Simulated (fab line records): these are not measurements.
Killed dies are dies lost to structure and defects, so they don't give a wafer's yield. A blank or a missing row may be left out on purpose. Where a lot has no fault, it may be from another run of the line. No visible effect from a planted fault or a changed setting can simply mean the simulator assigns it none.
fab line records ; flow ritCmos
record lots=14; wafers=42; lastDay=7
route steps=202 shown NWELL@37 NLDD@112 PLDD@124 CONTACT@169 M1@202
lots that met no fault: from a run of the same line without faults
startH: the number of hours between the record's first day and the start of the first shown wafer of the lot ; waitH: time in hours since the lot's previous step ; " repeats the value in the row above ; L1.1+2: one row covering several wafers at once ; - no value, or no start was given ; * or withheld: withheld ; < > ~ a bound
route shown NAME@n: names a module that has steps shown in the file, with the first one's number in the route ; usual: mean/standard deviation taken from wafers without a fault ; same: alike in all rows ; chamber/n: place in a boat ; sites: per-site readings ; _std_site: the values' standard deviation ; _edge_site: outer sites' mean less inner sites' ; radiusMm: how far each site lies from the wafer's centre ; mask NAME#n: copy n ; behind: tool/chamber where the wafer was last shaped ; hold: reason for holding the lot/hours on hold/outcome of the hold ; device: names the non-switching transistor (n, p or np) ; end of line: the route-end tests of the same wafers ; where a step has no rows: the recipe by itself ; killed: not the wafer's yield, but the dies lost to structure and defects at the first sort ; map: the dies of a wafer, with x for killed, . for not killed, _ for no die there
set.NAME: the setting that was run; set.NAME@STEP: the one run at that earlier step ; model.NAME: the simulator's own value behind a step, which no gauge read
route steps across a sampled set of lots; one table per step, one row per wafer
services: a tool's chamber out of use, with start hour (startH, from the record's first day; less than 0 if before it), hours out, and reason
## steps
# step RIT_NWELL_STRIP_09
# recipe chemistry=O2; timeS=180; resist=NOVOLAK; platenTempC=withheld; powerW=500; pressureMtorr=4000; o2FlowSccm=4000
# usual chamberPressureMTorr=4000/3.5; drypumpMotorCurrentA=5.71/0.26
# same timeS=180
lot.wafer;tool;chamber;startH;waitH;chamberPressureMTorr;drypumpMotorCurrentA;rfHoursCounterH
L544.2;plasmaAsher-04;1;20.82;0.1;4003;5.66;41
L544.3;plasmaAsher-04;1;20.82;0.1;4009;5.65;-
L544.4;plasmaAsher-04;0;20.82;0.1;4000;6.00;-
L545.1;plasmaAsher-04;0;27.15;0.1;3995;5.98;41
L545.3;plasmaAsher-04;1;27.15;0.1;3995;5.67;-
L545.4;plasmaAsher-04;0;27.15;0.1;4001;5.98;-
L550.3;plasmaAsher-02;1;52.52;0.1;4002;5.89;-
L550.4;plasmaAsher-02;0;52.52;0.1;3999;5.28;-
L550.6;plasmaAsher-02;0;52.52;0.1;3999;5.34;-
L551.3;plasmaAsher-03;1;56.45;0.1;4000;5.95;-
L551.4;plasmaAsher-03;0;56.45;0.1;4003;5.46;-
L551.5;plasmaAsher-03;0;56.45;0.1;3998;5.47;-
L554.1;plasmaAsher-02;0;71.86;0.1;3998;5.35;30
L554.5;plasmaAsher-02;0;71.86;0.1;3999;5.30;-
L554.6;plasmaAsher-02;1;71.86;0.1;4000;5.88;-
L555.1;plasmaAsher-03;1;76.53;0.1;4000;5.94;41
L555.3;plasmaAsher-03;1;76.53;0.1;4000;5.94;-
L555.6;plasmaAsher-03;0;76.53;0.1;4001;5.46;-
L556.2;plasmaAsher-04;0;82.53;0.1;3996;5.98;47
L556.4;plasmaAsher-04;0;82.53;0.1;3997;6.00;-
L556.5;plasmaAsher-04;0;82.53;0.1;4006;6.00;-
L557.1;plasmaAsher-04;0;85.99;0.1;3999;5.99;48
L557.3;plasmaAsher-04;1;85.99;0.1;4000;5.67;-
L557.5;plasmaAsher-04;0;85.99;0.1;3993;5.98;-
L558.1;plasmaAsher-03;1;91.84;0.1;3996;5.94;42
L558.3;plasmaAsher-03;1;91.84;0.1;4003;5.93;-
L558.6;plasmaAsher-03;1;91.84;0.1;3999;5.94;-
L562.1;plasmaAsher-02;0;110.67;0.1;3997;5.26;34
L562.5;plasmaAsher-02;1;110.67;0.1;3997;5.90;-
L562.6;plasmaAsher-02;0;110.67;0.1;3994;5.25;-
L564.1;plasmaAsher-04;1;121.17;0.1;4001;5.66;0
L564.5;plasmaAsher-04;1;121.17;0.1;4000;5.65;-
L564.6;plasmaAsher-04;0;121.17;0.1;3997;5.98;-
L565.1;plasmaAsher-03;0;125.92;0.1;4002;5.48;47
L565.4;plasmaAsher-03;1;125.92;0.1;4005;5.96;-
L565.5;plasmaAsher-03;0;125.92;0.1;4003;5.46;-
L566.1;plasmaAsher-03;0;131.44;0.1;4002;5.47;48
L566.4;plasmaAsher-03;1;131.44;0.1;4002;5.94;-
L566.5;plasmaAsher-03;0;131.44;0.1;4001;5.44;-
L567.3;plasmaAsher-04;1;136.07;0.1;3999;5.66;-
L567.5;plasmaAsher-04;1;136.07;0.1;3999;5.69;-
L567.6;plasmaAsher-04;0;136.07;0.1;3997;6.00;-
# step RIT_NWELL_TW_MEAS_10
# usual NWELL_TW=2137/23
lot.wafer;tool;chamber;startH;waitH;NWELL_TW
L544.2;filmMetro-02;-;21.01;0.1;2121
L544.3;filmMetro-02;-;21.01;0.1;2124
L544.4;filmMetro-02;-;21.01;0.1;2130
L545.1;filmMetro-04;-;27.33;0.1;2120
L545.3;filmMetro-04;-;27.33;0.1;2125
L545.4;filmMetro-04;-;27.33;0.1;2123
L550.3;filmMetro-01;-;52.65;0.1;2158
L550.4;filmMetro-01;-;52.65;0.1;2160
L550.6;filmMetro-01;-;52.65;0.1;2169
L551.3;filmMetro-02;-;56.59;0.1;2112
L551.4;filmMetro-02;-;56.59;0.1;2113
L551.5;filmMetro-02;-;56.59;0.1;2087
L554.1;filmMetro-01;-;72.03;0.1;2171
L554.5;filmMetro-01;-;72.03;0.1;2152
L554.6;filmMetro-01;-;72.03;0.1;2161
L555.1;filmMetro-01;-;76.70;0.1;2154
L555.3;filmMetro-01;-;76.70;0.1;2165
L555.6;filmMetro-01;-;76.70;0.1;2160
L556.2;filmMetro-02;-;82.72;0.1;2113
L556.4;filmMetro-02;-;82.72;0.1;2116
L556.5;filmMetro-02;-;82.72;0.1;2118
L557.1;filmMetro-02;-;86.17;0.1;2126
L557.3;filmMetro-02;-;86.17;0.1;2122
L557.5;filmMetro-02;-;86.17;0.1;2119
L558.1;filmMetro-04;-;92.01;0.1;2098
L558.3;filmMetro-04;-;92.01;0.1;2104
L558.6;filmMetro-04;-;92.01;0.1;2114
L562.1;filmMetro-04;-;110.84;0.1;2126
L562.5;filmMetro-04;-;110.84;0.1;2120
L562.6;filmMetro-04;-;110.84;0.1;2119
L564.1;filmMetro-04;-;121.35;0.1;2104
L564.5;filmMetro-04;-;121.35;0.1;2109
L564.6;filmMetro-04;-;121.35;0.1;2111
L565.1;filmMetro-02;-;126.10;0.1;2135
L565.4;filmMetro-02;-;126.10;0.1;2130
L565.5;filmMetro-02;-;126.10;0.1;2124
L566.1;filmMetro-02;-;131.62;0.1;2124
L566.4;filmMetro-02;-;131.62;0.1;2129
L566.5;filmMetro-02;-;131.62;0.1;2124
L567.3;filmMetro-01;-;136.21;0.1;2164
L567.5;filmMetro-01;-;136.21;0.1;2164
L567.6;filmMetro-01;-;136.21;0.1;2176
# step RIT_NLDD_STRIP_09
# recipe chemistry=O2; timeS=180; resist=NOVOLAK; platenTempC=withheld; powerW=500; pressureMtorr=4000; o2FlowSccm=4000
# usual chamberPressureMTorr=4001/3.8; drypumpMotorCurrentA=5.74/0.29; timeS=180/0
lot.wafer;tool;chamber;startH;waitH;chamberPressureMTorr;drypumpMotorCurrentA;rfHoursCounterH;timeS
L544.2;plasmaAsher-04;1;42.42;0.1;4000;5.67;43;180
L544.3;plasmaAsher-04;0;42.42;0.1;4002;5.99;-;180
L544.4;plasmaAsher-04;1;42.42;0.1;4001;5.69;-;180
L545.1;plasmaAsher-03;0;47.89;0.1;3997;5.44;38;180
L545.3;plasmaAsher-03;0;47.89;0.1;4001;5.43;-;180
L545.4;plasmaAsher-03;1;47.89;0.1;3997;5.93;-;180
L550.3;plasmaAsher-03;1;72.57;0.1;-;-;-;-
L550.4;plasmaAsher-03;0;72.57;0.1;-;-;-;-
L550.6;plasmaAsher-03;0;72.57;0.1;-;-;-;-
L551.3;plasmaAsher-03;0;78.00;0.1;-;-;-;-
L551.4;plasmaAsher-03;1;78.00;0.1;-;-;-;-
L551.5;plasmaAsher-03;0;78.00;0.1;-;-;-;-
L554.1;plasmaAsher-01;1;93.01;0.1;4003;5.31;42;180
L554.5;plasmaAsher-01;1;93.01;0.1;4000;5.30;-;180
L554.6;plasmaAsher-01;0;93.01;0.1;4001;6.12;-;180
L555.1;plasmaAsher-03;1;99.95;0.1;3998;5.98;43;180
L555.3;plasmaAsher-03;0;99.95;0.1;3995;5.42;-;180
L555.6;plasmaAsher-03;0;99.95;0.1;4001;5.45;-;180
L556.2;plasmaAsher-03;1;102.40;0.1;4003;5.93;44;180
L556.4;plasmaAsher-03;0;102.40;0.1;4002;5.44;-;180
L556.5;plasmaAsher-03;1;102.40;0.1;3999;5.94;-;180
L557.1;plasmaAsher-03;1;106.19;0.1;3997;5.94;44;180
L557.3;plasmaAsher-03;1;106.19;0.1;4002;5.95;-;180
L557.5;plasmaAsher-03;1;106.19;0.1;4001;5.97;-;180
L558.1;plasmaAsher-03;0;112.86;0.3;4000;5.48;45;180
L558.3;plasmaAsher-03;0;112.86;0.3;3992;5.47;-;180
L558.6;plasmaAsher-03;0;112.86;0.3;4007;5.47;-;180
L562.1;plasmaAsher-03;1;133.16;0.1;4008;5.95;48;180
L562.5;plasmaAsher-03;0;133.16;0.1;4002;5.45;-;180
L562.6;plasmaAsher-03;1;133.16;0.1;4001;5.93;-;180
L564.1;plasmaAsher-04;1;142.24;0.1;3999;5.70;3;180
L564.5;plasmaAsher-04;0;142.24;0.1;4000;5.99;-;180
L564.6;plasmaAsher-04;1;142.24;0.1;3998;5.69;-;180
L565.1;plasmaAsher-04;1;145.99;0.1;4005;5.69;3;180
L565.4;plasmaAsher-04;0;145.99;0.1;3999;5.98;-;180
L565.5;plasmaAsher-04;1;145.99;0.1;3997;5.67;-;180
L566.1;plasmaAsher-01;1;152.57;0.1;4004;5.30;46;180
L566.4;plasmaAsher-01;1;152.57;0.1;3993;5.30;-;180
L566.5;plasmaAsher-01;1;152.57;0.1;3999;5.29;-;180
L567.3;plasmaAsher-04;1;157.37;0.1;4001;5.66;-;180
L567.5;plasmaAsher-04;0;157.37;0.1;4000;5.98;-;180
L567.6;plasmaAsher-04;1;157.37;0.1;3998;5.65;-;180
# step RIT_PLDD_TW_MEAS_10
# usual PLDD_TW=2336/23
lot.wafer;tool;chamber;startH;waitH;hold;PLDD_TW
L544.2;filmMetro-01;-;44.03;0.1;-;2379
L544.3;filmMetro-01;-;44.03;0.1;-;2364
L544.4;filmMetro-01;-;44.03;0.1;-;2371
L545.1;filmMetro-04;-;49.61;0.1;-;2325
L545.3;filmMetro-04;-;49.61;0.1;-;2338
L545.4;filmMetro-04;-;49.61;0.1;-;2333
L550.3;filmMetro-04;-;74.55;0.1;awaitDispo/0.2h/release;29
L550.4;filmMetro-04;-;74.55;0.1;awaitDispo/0.2h/release;29
L550.6;filmMetro-04;-;74.55;0.1;awaitDispo/0.2h/release;30
L550.3;filmMetro-04;-;74.78;0.2;-;30
L550.4;filmMetro-04;-;74.78;0.2;-;29
L550.6;filmMetro-04;-;74.78;0.2;-;29
L551.3;filmMetro-04;-;79.69;0.1;awaitDispo/0.2h/release;30
L551.4;filmMetro-04;-;79.69;0.1;awaitDispo/0.2h/release;30
L551.5;filmMetro-04;-;79.69;0.1;awaitDispo/0.2h/release;30
L551.3;filmMetro-04;-;79.91;0.2;-;30
L551.4;filmMetro-04;-;79.91;0.2;-;30
L551.5;filmMetro-04;-;79.91;0.2;-;30
L554.1;filmMetro-01;-;94.85;0.2;-;2355
L554.5;filmMetro-01;-;94.85;0.2;-;2366
L554.6;filmMetro-01;-;94.85;0.2;-;2368
L555.1;filmMetro-04;-;101.66;0.1;-;2325
L555.3;filmMetro-04;-;101.66;0.1;-;2320
L555.6;filmMetro-04;-;101.66;0.1;-;2324
L556.2;filmMetro-04;-;104.00;0.1;-;2322
L556.4;filmMetro-04;-;104.00;0.1;-;2324
L556.5;filmMetro-04;-;104.00;0.1;-;2327
L557.1;filmMetro-01;-;107.81;0.1;-;2368
L557.3;filmMetro-01;-;107.81;0.1;-;2374
L557.5;filmMetro-01;-;107.81;0.1;-;2359
L558.1;filmMetro-01;-;114.46;0.1;-;2376
L558.3;filmMetro-01;-;114.46;0.1;-;2368
L558.6;filmMetro-01;-;114.46;0.1;-;2376
L562.1;filmMetro-04;-;134.88;0.1;-;2319
L562.5;filmMetro-04;-;134.88;0.1;-;2319
L562.6;filmMetro-04;-;134.88;0.1;-;2331
L564.1;filmMetro-04;-;143.96;0.1;-;2308
L564.5;filmMetro-04;-;143.96;0.1;-;2303
L564.6;filmMetro-04;-;143.96;0.1;-;2320
L565.1;filmMetro-04;-;147.58;0.1;-;2317
L565.4;filmMetro-04;-;147.58;0.1;-;2325
L565.5;filmMetro-04;-;147.58;0.1;-;2321
L566.1;filmMetro-01;-;154.29;0.1;-;2376
L566.4;filmMetro-01;-;154.29;0.1;-;2376
L566.5;filmMetro-01;-;154.29;0.1;-;2380
L567.3;filmMetro-01;-;159.05;0.1;-;2373
L567.5;filmMetro-01;-;159.05;0.1;-;2376
L567.6;filmMetro-01;-;159.05;0.1;-;2379
# step RIT_CONTACT_THK_MEAS_01
# recipe reads=SiO2_of_CONTACT_CVD_00
# usual CONTACT_TEOS_THK=400/4.8
lot.wafer;tool;chamber;startH;waitH;CONTACT_TEOS_THK[nm]
L544.2;filmMetro-01;-;52.00;0.0;394
L544.3;filmMetro-01;-;52.00;0.0;398
L544.4;filmMetro-01;-;52.00;0.0;404
L545.1;filmMetro-04;-;56.62;0.0;405
L545.3;filmMetro-04;-;56.62;0.0;400
L545.4;filmMetro-04;-;56.62;0.0;405
L554.1;filmMetro-01;-;101.75;0.0;398
L554.5;filmMetro-01;-;101.75;0.0;405
L554.6;filmMetro-01;-;101.75;0.0;404
L555.1;filmMetro-04;-;108.91;0.0;399
L555.3;filmMetro-04;-;108.91;0.0;395
L555.6;filmMetro-04;-;108.91;0.0;405
L556.2;filmMetro-02;-;111.00;0.0;398
L556.4;filmMetro-02;-;111.00;0.0;406
L556.5;filmMetro-02;-;111.00;0.0;405
L557.1;filmMetro-02;-;115.09;0.0;393
L557.3;filmMetro-02;-;115.09;0.0;400
L557.5;filmMetro-02;-;115.09;0.0;405
L558.1;filmMetro-02;-;121.45;0.0;401
L558.3;filmMetro-02;-;121.45;0.0;404
L558.6;filmMetro-02;-;121.45;0.0;406
L562.1;filmMetro-01;-;141.87;0.0;395
L562.5;filmMetro-01;-;141.87;0.0;403
L562.6;filmMetro-01;-;141.87;0.0;401
L564.1;filmMetro-04;-;150.89;0.0;393
L564.5;filmMetro-04;-;150.89;0.0;403
L564.6;filmMetro-04;-;150.89;0.0;402
L565.1;filmMetro-01;-;154.75;0.0;400
L565.4;filmMetro-01;-;154.75;0.0;406
L565.5;filmMetro-01;-;154.75;0.0;407
L566.1;filmMetro-01;-;161.52;0.0;401
L566.4;filmMetro-01;-;161.52;0.0;407
L566.5;filmMetro-01;-;161.52;0.0;406
L567.3;filmMetro-02;-;166.27;0.0;398
L567.5;filmMetro-02;-;166.27;0.0;401
L567.6;filmMetro-02;-;166.27;0.0;403
# step RIT_M1_PROBE_99
# usual defectLimitedYield=97.3/1.3; killedAtContacts=0.1/0.25; killedAtFrontEnd=7/3.3; killedDies=7/3.3; killedOpen=3.6/2; killedShort=3.6/2.1; sort_bin_3_pad_short=0.1/0.25; sort_bin_5_function=1.6/0.91; sort_bin_6_memory=1.0/0.65; sortNPass=257/3.3; sortYieldPct=97.3/1.3
# same grossDies=264; killed_at_M0_to_M3=0; killed_at_M4_up=0; killedAtBackSide=0; killedAtOther=0
lot.wafer;tool;chamber;startH;waitH;defectLimitedYield[%];killedAtContacts;killedAtFrontEnd;killedDies;killedOpen;killedShort;sort_bin_3_pad_short[%];sort_bin_5_function[%];sort_bin_6_memory[%];sortNPass;sortYieldPct[%]
L544.2;prober-01;-;58.35;0.1;98.5;0;4;4;2;2;0;1.5;0;260;98.5
L544.3;prober-01;-;58.40;0.2;97.7;0;6;6;3;3;0.4;0.8;1.1;258;97.7
L544.4;prober-01;-;58.45;0.2;98.5;0;4;4;1;3;0.4;0.4;0.8;260;98.5
L554.1;prober-01;-;108.54;0.1;98.1;0;5;5;2;3;0;1.1;0.8;259;98.1
L554.5;prober-01;-;108.74;0.2;98.5;0;4;4;1;3;0;1.5;0;260;98.5
L554.6;prober-01;-;108.79;0.2;96.6;0;9;9;4;5;0;2.3;1.1;255;96.6
L555.1;prober-02;-;115.60;0.1;96.2;0;10;10;5;5;0;3.4;0.4;254;96.2
L555.3;prober-02;-;115.70;0.2;98.5;0;4;4;3;1;0;1.1;0.4;260;98.5
L555.6;prober-02;-;115.85;0.2;96.2;0;10;10;4;6;0.4;2.7;0.8;254;96.2
L556.2;prober-01;-;117.54;0.1;97.3;0;7;7;2;5;0.4;1.1;1.1;257;97.3
L556.4;prober-01;-;117.64;0.2;98.1;0;5;5;3;2;0.4;1.1;0.4;259;98.1
L556.5;prober-01;-;117.69;0.2;97.7;0;6;6;2;4;0.8;1.1;0.4;258;97.7
L557.1;prober-02;-;121.55;0.1;98.5;0;4;4;3;1;0;0.4;1.1;260;98.5
L557.3;prober-02;-;121.65;0.2;97.0;1;7;8;2;6;0.8;1.5;0.8;256;97.0
L557.5;prober-02;-;121.75;0.2;95.8;0;11;11;6;5;0.8;2.7;0.8;253;95.8
L558.1;prober-01;-;127.95;0.1;97.0;0;8;8;5;3;0;2.7;0.4;256;97.0
L558.3;prober-01;-;128.05;0.2;97.3;0;7;7;4;3;0;1.1;1.5;257;97.3
L558.6;prober-01;-;128.20;0.2;97.0;0;8;8;5;3;0;1.5;1.5;256;97.0
L564.1;prober-01;-;157.94;0.1;97.0;0;8;8;4;4;0;1.9;1.1;256;97.0
L564.5;prober-01;-;158.14;0.2;96.6;1;8;9;2;7;0;2.3;1.1;255;96.6
L564.6;prober-01;-;158.19;0.2;97.0;0;8;8;4;4;0;1.5;1.5;256;97.0
L565.1;prober-02;-;161.86;0.1;97.0;0;8;8;6;2;0;2.3;0.8;256;97.0
L565.4;prober-02;-;162.01;0.2;98.1;0;5;5;2;3;0;1.1;0.8;259;98.1
L565.5;prober-02;-;162.06;0.2;99.2;0;2;2;2;0;0;0;0.8;262;99.2
L566.1;prober-01;-;169.16;0.1;97.3;0;7;7;2;5;0;2.3;0.4;257;97.3
L566.4;prober-01;-;169.31;0.2;96.6;0;9;9;5;4;0;1.9;1.5;255;96.6
L566.5;prober-01;-;169.36;0.2;96.6;0;9;9;3;6;1.1;1.5;0.8;255;96.6
# killed by level:class
L544.2 GATE:geometricParticle:short=2 GATE:geometricParticle:open=1 SPACER:geometricParticle:open=1
L544.3 GATE:geometricParticle:open=2 FOX2:geometricParticle:short=1 FOX2:geometricParticle:open=1 GATE:geometricParticle:short=1 SILICIDE:geometricParticle:short=1
L544.4 FOX1:geometricParticle:short=1 GATE:geometricParticle:short=1 SILICIDE:geometricParticle:open=1 SILICIDE:geometricParticle:short=1
L554.1 FOX1:geometricParticle:short=2 GATE:geometricParticle:open=2 SPACER:geometricParticle:short=1
L554.5 GATE:geometricParticle:short=2 GATE:geometricParticle:open=1 SILICIDE:geometricParticle:short=1
L554.6 GATE:geometricParticle:open=4 GATE:geometricParticle:short=2 FOX1:geometricParticle:short=1 REOX:geometricParticle:short=1 SILICIDE:geometricParticle:short=1
L555.1 FOX1:geometricParticle:short=2 FOX1:geometricParticle:open=2 SILICIDE:geometricParticle:open=2 GATE:geometricParticle:open=1 REOX:geometricParticle:short=1 SPACER:geometricParticle:short=1 SILICIDE:geometricParticle:short=1
L555.3 GATE:geometricParticle:open=2 GATE:geometricParticle:short=1 SPACER:geometricParticle:open=1
L555.6 SPACER:geometricParticle:short=3 GATE:geometricParticle:open=2 REOX:geometricParticle:open=2 ACTIVE:geometricParticle:short=1 FOX1:geometricParticle:short=1 GATE:geometricParticle:short=1
L556.2 FOX1:geometricParticle:short=2 FOX2:geometricParticle:open=1 GATE:geometricParticle:short=1 REOX:geometricParticle:short=1 SPACER:geometricParticle:short=1 SPACER:geometricParticle:open=1
L556.4 GATE:geometricParticle:open=3 SPACER:geometricParticle:short=2
L556.5 GATE:geometricParticle:short=3 FOX2:geometricParticle:open=1 GATE:geometricParticle:open=1 SPACER:geometricParticle:short=1
L557.1 FOX1:geometricParticle:open=1 FOX2:geometricParticle:short=1 GATE:geometricParticle:open=1 SILICIDE:geometricParticle:open=1
L557.3 GATE:geometricParticle:short=3 FOX1:geometricParticle:open=1 FOX1:geometricParticle:short=1 FOX2:geometricParticle:short=1 SILICIDE:geometricParticle:open=1 CONTACT:geometricParticle:short=1
L557.5 FOX1:geometricParticle:open=2 FOX1:geometricParticle:short=2 FOX2:geometricParticle:short=2 GATE:geometricParticle:open=2 GATE:geometricParticle:short=1 REOX:geometricParticle:open=1 SILICIDE:geometricParticle:open=1
L558.1 SILICIDE:geometricParticle:open=3 GATE:geometricParticle:short=2 GATE:geometricParticle:open=2 SPACER:geometricParticle:short=1
L558.3 GATE:geometricParticle:short=2 FOX1:geometricParticle:open=1 FOX2:geometricParticle:short=1 GATE:geometricParticle:open=1 REOX:geometricParticle:open=1 SPACER:geometricParticle:open=1
L558.6 GATE:geometricParticle:open=3 FOX1:geometricParticle:open=1 REOX:geometricParticle:short=1 SPACER:geometricParticle:short=1 SPACER:geometricParticle:open=1 SILICIDE:geometricParticle:short=1
L564.1 GATE:geometricParticle:open=3 GATE:geometricParticle:short=2 REOX:geometricParticle:short=2 FOX1:geometricParticle:open=1
L564.5 GATE:geometricParticle:short=4 FOX1:geometricParticle:short=1 GATE:geometricParticle:open=1 REOX:geometricParticle:short=1 SILICIDE:geometricParticle:short=1 CONTACT:geometricParticle:open=1
L564.6 FOX1:geometricParticle:short=2 GATE:geometricParticle:open=2 GATE:geometricParticle:short=2 ACTIVE:geometricParticle:open=1 FOX1:geometricParticle:open=1
L565.1 GATE:geometricParticle:open=2 REOX:geometricParticle:open=2 SPACER:geometricParticle:open=2 GATE:geometricParticle:short=1 SPACER:geometricParticle:short=1
L565.4 REOX:geometricParticle:short=2 FOX1:geometricParticle:open=1 SILICIDE:geometricParticle:open=1 SILICIDE:geometricParticle:short=1
L565.5 GATE:geometricParticle:open=1 REOX:geometricParticle:open=1
L566.1 GATE:geometricParticle:open=2 SPACER:geometricParticle:short=2 FOX1:geometricParticle:short=1 REOX:geometricParticle:short=1 SILICIDE:geometricParticle:short=1
L566.4 GATE:geometricParticle:open=3 REOX:geometricParticle:short=2 REOX:geometricParticle:open=1 SPACER:geometricParticle:open=1 SPACER:geometricParticle:short=1 SILICIDE:geometricParticle:short=1
L566.5 GATE:geometricParticle:short=2 SPACER:geometricParticle:short=2 FOX1:geometricParticle:open=1 FOX1:geometricParticle:short=1 GATE:geometricParticle:open=1 SILICIDE:geometricParticle:short=1 SILICIDE:geometricParticle:open=1
## services
tool;chamber;startH;hours;kind
plasmaAsher-04;-;108.75;9.0;pm
plasmaAsher-04;0;108.75;9.0;ventCycle
plasmaAsher-04;1;108.75;9.0;ventCycle
plasmaAsher-01;-;111.34;10.6;repair
plasmaAsher-04;0;117.75;-;clean
plasmaAsher-04;1;117.75;-;clean
plasmaAsher-01;-;123.88;14.6;pm
## key
firstSign step=RIT_NLDD_STRIP_09; reading=toolRecord; direction=missing
effect step=RIT_PLDD_TW_MEAS_10; reading=visit; direction=added
effect step=RIT_PLDD_TW_MEAS_10; reading=PLDD_TW; direction=down; sigmas=99; usual=2336; struck=30
metAt RIT_NLDD_STRIP_09
struckLots L550,L551
scrappedBehind RIT_PLDD_TW_MEAS_10 L550.3,L550.4,L550.6,L551.3,L551.4,L551.5
notActingAt RIT_NWELL_STRIP_09,RIT_NWELL_TW_MEAS_10,RIT_CONTACT_THK_MEAS_01
onsetBetween 47.89 72.57
fault kind=skippedStepWhole; tool=plasmaAsher-03; chamber=-; onsetH=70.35; steps=RIT_NLDD_STRIP_09; scope=struckLotsOnly
